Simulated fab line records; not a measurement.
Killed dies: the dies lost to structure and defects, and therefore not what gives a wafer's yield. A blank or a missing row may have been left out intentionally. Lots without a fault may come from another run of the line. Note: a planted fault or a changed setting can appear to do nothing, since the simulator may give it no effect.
Matching of chambers -- flow berkeley cmos170 -- 4 sister chambers for UCB170_V1_ETCH_14 on rie diel-03
The step etches SiO2 in CHF3/CF4/Ar, stops on Al, target depth 1250 nm, time 291 s. 4 wafers are shown with their chamber, then 8 later ones without.

== WAFERS PAIRED WITH THEIR CHAMBERS ==
wafer,chamber,throttle valve pct (%)
L605.6,1,7.04
L606.3,2,7.10
L606.6,0,6.80
L620.1,3,6.84

== WAFERS WHOSE CHAMBER IS MISSING ==
wafer,throttle valve pct (%)
L620.2,7.04
L620.5,6.85
L621.3,7.10
L621.4,6.84
L621.6,7.11
L623.1,6.82
L623.2,7.03
L623.4,6.82

== CHAMBER TAKEN BY EACH ==
wafer,from the rows above,in truth
L620.2,1,1
L620.5,3,3
L621.3,2,2
L621.4,3,3
L621.6,2,2
L623.1,can't be placed: 3 or 0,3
L623.2,1,1
L623.4,can't be placed: 3 or 0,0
Correct placement for 6 of the 8. Can't be placed from these rows: 2 (the true chamber is among the candidates in 2). 0 placed wrongly.
How it was worked out, from the rows above alone: a wafer's distance from a chamber is the root of the sum, over the readings, of the square of ((its reading less the chamber's mean) divided by the reading's scatter). The wafer belongs to the nearest chamber; if the next one is less than 2 further off, it can't be placed. A chamber's mean is the mean of its shown wafers. The scatter: root of mean squared gap, hidden wafer to nearest shown wafer, with one shown wafer a chamber.
